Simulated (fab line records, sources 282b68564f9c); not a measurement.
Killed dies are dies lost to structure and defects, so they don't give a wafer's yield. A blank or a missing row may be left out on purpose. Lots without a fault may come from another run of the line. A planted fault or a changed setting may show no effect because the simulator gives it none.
Problem report in the 8D (eight disciplines) form, filled by code | flow rit_cmos | the parts of the form that need people (team, actions taken, sign-off) are left out

1. THE PROBLEM
tube_center_temp_C at RIT_M1_ANNEAL_15 reads a mean of 340 C on 9 wafers of 3 lots; wafers without a fault read 450 C with a standard deviation of 0.039. That is -99 or more standard deviations from the usual mean.
The step: time 1800 s.
First seen on wafer L171.4, day 7 01:14, on furnace-02. The record holds 42 wafers of 14 lots with a number at this step. Rule for "out", or "out of limits": more than 4 standard deviations from the usual mean. The other wafers with a number count as sound.

2. WHAT IT IS AND WHAT IT IS NOT
question                    | is                                                                                                                                                                   | is not
which readings at this step | tube_center_temp_C, spike_tc_centre_C, spike_tc_load_C, spike_tc_source_C, tube_center_temp_C_max, zone_power_centre_pct, zone_power_load_pct, zone_power_source_pct | -
which lots                  | L171, L172, L173                                                                                                                                                     | L154, L155, L156, L157, L158, L159, L160, L161, L162, L163, L169
which wafers of those lots  | all that have a number                                                                                                                                               | -
read on which tools         | furnace-02                                                                                                                                                           | -
when                        | from day 7 01:14                                                                                                                                                     | up to then (33 sound wafers)

3. SUSPECTS, AND WHAT RULES EACH OUT
Counting: a tool at a process step up to the reading stays a suspect if it ran every lot that is out and no sound lot after the first of them.
- furnace-02 at RIT_M1_ANNEAL_15 (time 1800 s): kept. It ran every lot that is out, first L171 (day 7 01:14), and no sound lot after that; its last sound lot up to then is L169 (day 6 16:41). Its own readings are out on those wafers: spike_tc_centre_C, spike_tc_load_C, spike_tc_source_C, tube_center_temp_C, tube_center_temp_C_max, zone_power_centre_pct, zone_power_load_pct, zone_power_source_pct.
Left after counting: furnace-02 at RIT_M1_ANNEAL_15.

4. THE CAUSE (what the simulator had put in)
Process parameter drift: furnace-02, from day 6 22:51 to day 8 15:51, at RIT_M1_ANNEAL_15. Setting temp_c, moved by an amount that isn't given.
Counting left only this tool.

5. THE CHAIN OF EFFECTS, in route order
Each row: a reading whose mean over the struck wafers that have a number lies more than 3 standard deviations from the usual. Only readings for which the record gives a usual standard deviation are gone through. hours: the time from each lot's start at the first step in this table that gives one to its start at this step, as a median over the lots. sigmas: the change in usual standard deviations.
hours | step             | reading                | usual   | on struck wafers | change  | sigmas
0     | RIT_M1_ANNEAL_15 | spike_tc_centre_C      | 451.8 C | 341.5            | -110.3  | -99 or more
0     | RIT_M1_ANNEAL_15 | spike_tc_load_C        | 465.8 C | 354.5            | -111.3  | -99 or more
0     | RIT_M1_ANNEAL_15 | spike_tc_source_C      | 474.4 C | 362.8            | -111.6  | -99 or more
0     | RIT_M1_ANNEAL_15 | tube_center_temp_C     | 450 C   | 340              | -110    | -99 or more
0     | RIT_M1_ANNEAL_15 | tube_center_temp_C_max | 451.17  | 341.13           | -110.04 | -99 or more
0     | RIT_M1_ANNEAL_15 | zone_power_centre_pct  | 21.10 % | 15.52            | -5.58   | -25
0     | RIT_M1_ANNEAL_15 | zone_power_load_pct    | 6.40 %  | 4.19             | -2.21   | -37
0     | RIT_M1_ANNEAL_15 | zone_power_source_pct  | 8.19 %  | 5.36             | -2.83   | -36
The process steps in it:
- RIT_M1_ANNEAL_15: time 1800 s.

6. WHAT WOULD HAVE CAUGHT IT SOONER
In this record the first reading out of limits was taken at day 7 01:14, 2 hours after the fault began at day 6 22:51.
